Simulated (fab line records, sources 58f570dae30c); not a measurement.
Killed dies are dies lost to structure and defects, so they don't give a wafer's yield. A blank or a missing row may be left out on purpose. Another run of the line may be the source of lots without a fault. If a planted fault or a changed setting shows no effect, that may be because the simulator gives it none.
Lot-split experiment -- flow berkeleyCmos170 -- 23 wafers read across 5 lots, on a route 331 steps long

== THE SPLIT ==
At UCB170_START_OXIDATION_02 (target thk 20 nm, ox time 1800 s), the setting tempC was moved away from the recipe's 950 C on 5 of the 23 wafers read, by -2.6%. For the rest of the wafers, this setting stayed at what the recipe calls for.

The file shows no step between the split and the reading.

== THE READING ==
START_OXIDE_THK at UCB170_START_THK_MEAS_03, in nm. A value of 19.9 nm with a standard deviation of 0.4 nm is what fault-free wafers of this fab line usually give.

wafer,"tool, chamber at the split","tempC as run, C",against the recipe,"START_OXIDE_THK, nm",against lot-mates on the recipe
L077.1,"-, -",950,recipe,20.4,-
L077.2,"-, -",950,recipe,20.3,-
L077.3,"-, -",950,recipe,20.1,-
L077.4,"-, -",950,recipe,20.7,-
L077.5,"-, -",950,recipe,20.3,-
L078.1,"-, -",950,recipe,20.2,-
L078.2,"-, -",950,recipe,20.1,-
L078.4,"-, -",950,recipe,20.1,-
L078.5,"-, -",950,recipe,20.4,-
L078.6,"-, -",950,recipe,20.1,-
L080.1,"furnace-02, 0",950,recipe,19.5,-
L080.3,"furnace-02, 0",950,recipe,19.5,-
L080.5,"furnace-02, 0",950,recipe,19.4,-
L084.1,"-, -",950,recipe,20.2,-
L084.3,"-, -",950,recipe,19.7,-
L084.4,"-, -",950,recipe,20.1,-
L084.5,"-, -",950,recipe,19.6,-
L084.6,"-, -",950,recipe,20.3,-
L085.1,"-, -",925.5,-2.6%,14.7,no lot-mate on the recipe
L085.2,"-, -",925.5,-2.6%,14.8,no lot-mate on the recipe
L085.3,"-, -",925.5,-2.6%,14.7,no lot-mate on the recipe
L085.5,"-, -",925.5,-2.6%,14.6,no lot-mate on the recipe
L085.6,"-, -",925.5,-2.6%,14.6,no lot-mate on the recipe

FIT RESULTS
A straight line over all 23 wafers: START_OXIDE_THK changes by +2.08 nm for each +1% of tempC; r = +0.99; the points scatter about the line by 0.33 nm.
Too few moved wafers have a lot-mate on the recipe to fit a line with each lot's own level taken away.

== THE WHOLE CHAIN: every reading that the file lists as answering this split, in the file's order ==
step,what it does,reading,change (the file's fit),r (the file's)
UCB170_START_OXIDATION_02,"target thk 20 nm, ox time 1800 s","SiO2_of_START_OXIDATION_02.thkNm (the simulator's own value, which no gauge read)",+2.08 nm for each +1% of the setting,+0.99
UCB170_START_THK_MEAS_03,,START_OXIDE_THK,+2.08 for each +1% of the setting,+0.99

== THE FILE'S OWN FIT ==
START_OXIDE_THK changes by +2.08 nm for each +1% of tempC, r = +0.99.
